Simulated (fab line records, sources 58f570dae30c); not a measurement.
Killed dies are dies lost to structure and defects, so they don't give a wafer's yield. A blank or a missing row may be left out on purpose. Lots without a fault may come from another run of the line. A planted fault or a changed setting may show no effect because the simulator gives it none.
Which tool did it? | flow berkeley_cmos170 | 7 lots, 21 wafers sampled, at 3 steps of a route of 331

WHAT THE GAUGES READ, wafer by wafer
UCB170_SDANNEAL_RS_MEAS_03: measures by four-point-probe.
lot  | measured     | on            | NSD_RS (ohm/sq)
L502 | day 7 17:49  | film_metro-03 | 37.38 37.26 37.36
L504 | day 8 16:41  | film_metro-03 | 37.31 37.32 37.37
L506 | day 8 16:08  | film_metro-04 | 37.26 37.18 37.39
L510 | day 9 14:31  | film_metro-04 | 35.20 35.12 35.15 35.14 35.14 35.17
L516 | day 11 01:22 | film_metro-04 | 37.30 37.35 37.29
L518 | day 11 01:02 | film_metro-01 | 37.36 37.30 37.34
L521 | day 11 23:54 | film_metro-04 | 37.29 37.14 37.29

WHICH TOOL RAN EACH LOT (tool, then ch and the chambers of the sampled wafers, then the start)
lot  | UCB170_NSD_IMPLANT_08           | UCB170_NSD_STRIP_09
L502 | implanter-01 ch 0, day 7 16:07  | plasma_asher-01 ch 0,1, day 7 16:15
L504 | implanter-02 ch 0, day 8 14:52  | plasma_asher-01 ch 0,1, day 8 15:01
L506 | implanter-03 ch 0, day 8 14:40  | plasma_asher-02 ch 0,1, day 8 14:49
L510 | implanter-01 ch 0, day 9 11:17  | plasma_asher-04 ch 0,1, day 9 11:24
L516 | implanter-03 ch 0, day 10 23:55 | plasma_asher-04 ch 0,1, day 11 00:04
L518 | implanter-02 ch 0, day 10 23:35 | plasma_asher-02 ch 1, day 10 23:44
L521 | implanter-03 ch 0, day 11 22:26 | plasma_asher-02 ch 0,1, day 11 22:35
- UCB170_NSD_IMPLANT_08
- UCB170_NSD_STRIP_09: strips in O2.

THE ANSWER, worked out from the rows above alone
Rule: what is usual is taken from the lots themselves. Put in order of their means at a reading, lots are off if they are a third of the lots or fewer, leave a main group of 4 or more, and stand apart from it by a gap of 3 or more times the standard deviation of the main group's means; of several such gaps the widest counts. A main group whose means are all the same, to the digits that the tables above print for the reading, isn't used. A lot without any number at a reading at which 4 lots or more have one is off too. The other lots that the step has rows for count as sound.
Off: L510, at UCB170_SDANNEAL_RS_MEAS_03 (NSD_RS). The main group: mean 37.30 ohm/sq, standard deviation 0.035.
A tool fits if, at a process step before that reading, it ran every lot that is off, and no sound lot after the first of them. The gauges at UCB170_SDANNEAL_RS_MEAS_03 are tried like those tools. One fits: implanter-01 at UCB170_NSD_IMPLANT_08. Its last sound lot is L502 (day 7 16:07), its first lot that is off L510 (day 9 11:17): a fault that began between those two fits.

WHAT THE SIMULATOR HAD PUT IN
Process parameter drift: implanter-01, from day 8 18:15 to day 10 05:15, at UCB170_NSD_IMPLANT_08. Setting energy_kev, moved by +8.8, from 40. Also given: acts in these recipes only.
Lots struck among those shown: L510. The rule above found the same.
